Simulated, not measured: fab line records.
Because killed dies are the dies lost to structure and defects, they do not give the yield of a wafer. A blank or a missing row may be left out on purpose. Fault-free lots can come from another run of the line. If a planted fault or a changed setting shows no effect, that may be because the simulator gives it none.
Problem report, 8D (eight disciplines) form, completed by code    flow rit cmos    the parts of the form that need people (team, actions taken, sign-off) are left out

## 1. PROBLEM STATEMENT
SPACER_NITRIDE_THK at RIT_SPACER_THK_MEAS_04 reads a mean of 361.5 nm on 3 wafers of 1 lot; wafers without a fault read 250.3 nm with a standard deviation of 2.4. That puts it +46 standard deviations away from the usual mean.
Seen first at day 4 08:30 on film metro-01, wafer L766.3. At this step, 39 wafers from 13 lots have a number in the record. Rule for "out" (also "out of limits"): further than 4 standard deviations from the usual mean. Any other wafer with a number is counted as sound.

## 2. WHAT IT IS; WHAT IT IS NOT
question                     is                      is not
which readings at this step  SPACER_NITRIDE_THK      -
which lots                   L766                    L760, L762, L763, L764, L765, L773, L774, L776, L777, L779, L781, L783
which wafers of those lots   all that have a number  -
read on which gauges         film metro-01           film metro-03, film metro-04
when                         from day 4 08:30        up to then (15 sound wafers); but 21 sound wafers of L773, L774, L776, L777, L779, L781, L783 came after

## 3. SUSPECTS, AND WHAT RULES EACH OUT
Counting: any tool at a process step up to the reading is kept as a suspect provided that every lot that is out went through it and no sound lot did after the first of them.
- ruled out: the gauge at RIT_SPACER_THK_MEAS_04. All the wafers that are out were read on film metro-01, but those of them that RIT_SPACER_ETCHBACK_05 has rows for are out there too, on other tools.
- lpcvd-01 at RIT_SPACER_CVD_03 (deposits Si3N4 from SiH2Cl2/NH3, target thk 250 nm, time 3300 s): ruled out as a lasting fault. Sound lots L783 ran on it after its first lot that is out, L766 (day 4 06:34).
Left after counting: nothing in the record.

## 4. THE CAUSE (what the simulator had put in)
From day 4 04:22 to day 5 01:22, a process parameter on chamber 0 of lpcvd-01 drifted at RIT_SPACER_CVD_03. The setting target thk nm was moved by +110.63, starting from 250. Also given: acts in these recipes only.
The count ruled it out by mistake, since the rule takes a fault to strike every lot its tool runs from the start of the fault on, and this one did not do so.

## 5. SEQUENCE OF EFFECTS, ordered by route
Rows list readings where the struck wafers' mean (over those with a number) sits beyond 3 standard deviations from the usual. Readings are gone through only where the record gives a usual standard deviation; hours: the median, over the lots, of the time from a lot's start at the first step in this table giving one to that lot's start at this step; sigmas: the change measured in usual standard deviations.
hours  step                    reading              usual       on struck wafers  change  sigmas
0      RIT_SPACER_THK_MEAS_04  SPACER_NITRIDE_THK   250.3 nm    361.5             +111.2  +46
0      RIT_SPACER_ETCHBACK_05  oes product au       0.844 a.u.  0.993             +0.149  +11
11     RIT_M1_PROBE_99         killed at front end  6.6         264.0             +257.4  +92
11     RIT_M1_PROBE_99         killed dies          6.6         264.0             +257.4  +92
11     RIT_M1_PROBE_99         killed on rim        1.8         70.0              +68.2   +49
Here are the process steps it includes:
- RIT_SPACER_ETCHBACK_05: etches Si3N4 in SF6/CHF3, stops on SiO2, target depth 250 nm, time 240 s.
- RIT_M1_PROBE_99

## 6. WHAT WOULD HAVE CAUGHT IT SOONER
In this record the first reading out of limits at a measuring or inspecting step was taken at day 4 08:30, 4 hours after the fault began at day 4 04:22.
No tool reading at RIT_SPACER_CVD_03 that has a usual standard deviation in the record was out on any struck wafer, so an alarm limit of 4 standard deviations on those readings would not have fired.
